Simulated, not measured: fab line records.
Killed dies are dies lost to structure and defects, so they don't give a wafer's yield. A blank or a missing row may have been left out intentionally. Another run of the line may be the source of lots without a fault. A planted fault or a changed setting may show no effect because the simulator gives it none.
Which tool was responsible? | flow rit_cmos | 13 lots with 39 wafers sampled at 5 steps, on a route of 202 steps

== WHAT EACH GAUGE READ, for each wafer ==
RIT_ACTIVE_CD_MEAS_11: target cd 1400 nm.
lot  | measured    | on        | cd_nm (nm)
L477 | day 1 17:01 | cd_sem-02 | 1396.1 1397.1 1398.0
L479 | day 2 00:29 | cd_sem-01 | 1400.9 1401.5 1401.7
L480 | day 2 05:30 | cd_sem-01 | 1401.6 1404.5 1404.2
L481 | day 2 11:26 | cd_sem-01 | 1402.5 1402.3 1402.6
L482 | day 2 15:37 | cd_sem-01 | 1400.4 1399.6 1400.5
L483 | day 2 21:16 | cd_sem-02 | 1402.4 1403.5 1401.5
L487 | day 3 17:37 | cd_sem-01 | 1397.5 1396.4 1395.7
L491 | day 4 13:40 | cd_sem-02 | 1405.2 1401.6 1402.0
L493 | day 5 02:04 | cd_sem-02 | 1396.2 1397.1 1399.0
L494 | day 5 06:08 | cd_sem-02 | 1282.2 1282.0 1280.1
L495 | day 5 08:35 | cd_sem-02 | 1400.1 1397.6 1398.5
L499 | day 6 08:13 | cd_sem-02 | 1397.6 1396.6 1396.8
L500 | day 6 15:32 | cd_sem-02 | 1396.8 1398.0 1398.9

RIT_NWELL_TW_MEAS_10.
lot  | measured    | on            | NWELL_TW
L477 | day 1 23:26 | film_metro-02 | 2148 2155 2145
L479 | day 2 09:47 | film_metro-02 | 2129 2129 2154
L480 | day 2 13:57 | film_metro-02 | 2137 2138 2140
L481 | day 2 17:47 | film_metro-02 | 2150 2137 2133
L482 | day 3 01:31 | film_metro-04 | 2082 2087 2082
L483 | day 3 04:55 | film_metro-02 | 2171 2159 2170
L487 | day 4 02:36 | film_metro-03 | 2185 2160 2174
L491 | day 5 03:17 | film_metro-02 | 2170 2141 2159
L493 | day 5 08:23 | film_metro-02 | 2166 2170 2161
L494 | day 5 14:58 | film_metro-04 | 2109 2106 2094
L495 | day 5 20:28 | film_metro-04 | 2094 2090 2098
L499 | day 7 04:26 | film_metro-03 | 2165 2155 2163
L500 | day 7 04:56 | film_metro-03 | 2174 2171 2172

RIT_PRETRO_OVL_MEAS_06.
lot  | measured    | on         | PRETRO_OVL (nm)
L477 | day 2 08:53 | overlay-02 | 0.6 3.0 0.2
L479 | day 2 19:32 | overlay-01 | 1.9 2.0 2.7
L480 | day 3 00:32 | overlay-01 | 4.3 4.3 4.8
L481 | day 3 06:07 | overlay-01 | 1.8 1.5 1.0
L482 | day 3 11:08 | overlay-01 | 1.6 2.0 0.9
L483 | day 3 15:10 | overlay-01 | 2.3 3.6 1.3
L487 | day 4 12:55 | overlay-01 | 1.4 0.1 1.0
L491 | day 5 13:57 | overlay-02 | 0.8 0.7 0.9
L493 | day 5 20:21 | overlay-02 | -0.5 1.5 0.5
L494 | day 6 05:32 | overlay-02 | 2.2 3.6 2.3
L495 | day 6 06:41 | overlay-02 | -1.4 1.0 1.9
L499 | day 7 17:15 | overlay-01 | 2.4 4.7 2.2
L500 | day 7 17:11 | overlay-02 | 0.9 -0.7 1.5

RIT_PSD_OVL_MEAS_06.
lot  | measured    | on         | PSD_OVL (nm)
L477 | day 3 02:16 | overlay-02 | 0.4 2.8 -1.9
L479 | day 3 16:45 | overlay-01 | 0.9 1.8 2.0
L480 | day 3 22:51 | overlay-02 | -0.9 0.1 -0.2
L481 | day 4 05:01 | overlay-01 | 0.9 0.7 0.8
L482 | day 4 08:02 | overlay-02 | 2.7 1.6 3.7
L483 | day 4 12:40 | overlay-02 | -0.1 1.8 -1.5
L487 | day 5 12:54 | overlay-02 | 1.4 0.5 0.7
L491 | day 6 15:41 | overlay-02 | 3.1 3.1 3.3
L493 | day 6 23:37 | overlay-02 | 3.3 1.5 1.0
L494 | day 7 13:08 | overlay-01 | 1.8 1.2 1.9
L495 | day 7 12:41 | overlay-02 | 3.5 1.3 1.4
L499 | day 8 16:20 | overlay-01 | -1.1 -1.4 -0.6
L500 | day 8 18:05 | overlay-02 | 3.5 2.4 1.8

== TOOL THAT RAN EACH LOT (tool first, then ch and the chambers of the sampled wafers, then the start) ==
lot  | RIT_ACTIVE_EXPOSE_08
L477 | iline_stepper-01 ch 0, day 1 16:37
L479 | iline_stepper-01 ch 0, day 2 00:05
L480 | iline_stepper-01 ch 0, day 2 05:06
L481 | iline_stepper-01 ch 0, day 2 11:02
L482 | iline_stepper-02 ch 0, day 2 15:13
L483 | iline_stepper-02 ch 0, day 2 20:52
L487 | iline_stepper-02 ch 0, day 3 17:13
L491 | iline_stepper-02 ch 0, day 4 13:16
L493 | iline_stepper-01 ch 0, day 5 01:40
L494 | iline_stepper-02 ch 0, day 5 05:44
L495 | iline_stepper-01 ch 0, day 5 08:11
L499 | iline_stepper-01 ch 0, day 6 07:49
L500 | iline_stepper-02 ch 0, day 6 14:59
- RIT_ACTIVE_EXPOSE_08: exposes mask M1, target cd 1400 nm.

== AS READ BY THE TOOLS THEMSELVES (means over the sampled wafers that have a number; for cases with no such wafer, the mark the record gives instead) ==
RIT_ACTIVE_EXPOSE_08.
lot  | tool             | focus_offset_nm (nm) | stage_vel_mm_s (mm/s)
L477 | iline_stepper-01 | 0.2                  | 500.37
L479 | iline_stepper-01 | -0.4                 | 499.93
L480 | iline_stepper-01 | -0.3                 | 499.86
L481 | iline_stepper-01 | -0.2                 | 500.36
L482 | iline_stepper-02 | -0.5                 | 500.22
L483 | iline_stepper-02 | 0.1                  | 500.15
L487 | iline_stepper-02 | -0.0                 | 499.93
L491 | iline_stepper-02 | 0.3                  | 499.85
L493 | iline_stepper-01 | -0.2                 | 500.05
L494 | iline_stepper-02 | -0.5                 | 499.87
L495 | iline_stepper-01 | -0.3                 | 500.08
L499 | iline_stepper-01 | -0.1                 | 500.08
L500 | iline_stepper-02 | 0.3                  | 499.97

== THE ANSWER, worked out from the rows above alone ==
Rule: the lots themselves supply what counts as usual. Put in order of their means at a reading, lots are off if they are a third of the lots or fewer, leave a main group of 4 or more, and stand apart from it by a gap of 3 or more times the standard deviation of the main group's means; of several such gaps the widest counts. Not used: any main group whose means are identical at the precision the tables above print for the reading. A lot without any number at a reading at which 4 lots or more have one is off too. The other lots that the step has rows for count as sound. Order of review: gauges by route order, followed by the tools' own readings, for which a lot's mean as printed above is used. The first step at which some lot is off is used, and at that step the reading that is off furthest; a lot without a number counts as furthest.
Off: L494, at RIT_ACTIVE_CD_MEAS_11 (cd_nm). For the main group the mean is 1399.8 nm and the standard deviation 2.5.
A tool fits if, at a process step before that reading, it ran every lot that is off, and no sound lot after the first of them. Gauges at RIT_ACTIVE_CD_MEAS_11: tried the same way as those tools. Not one of the candidates tried fits.

== WHAT THE SIMULATOR PUT IN ==
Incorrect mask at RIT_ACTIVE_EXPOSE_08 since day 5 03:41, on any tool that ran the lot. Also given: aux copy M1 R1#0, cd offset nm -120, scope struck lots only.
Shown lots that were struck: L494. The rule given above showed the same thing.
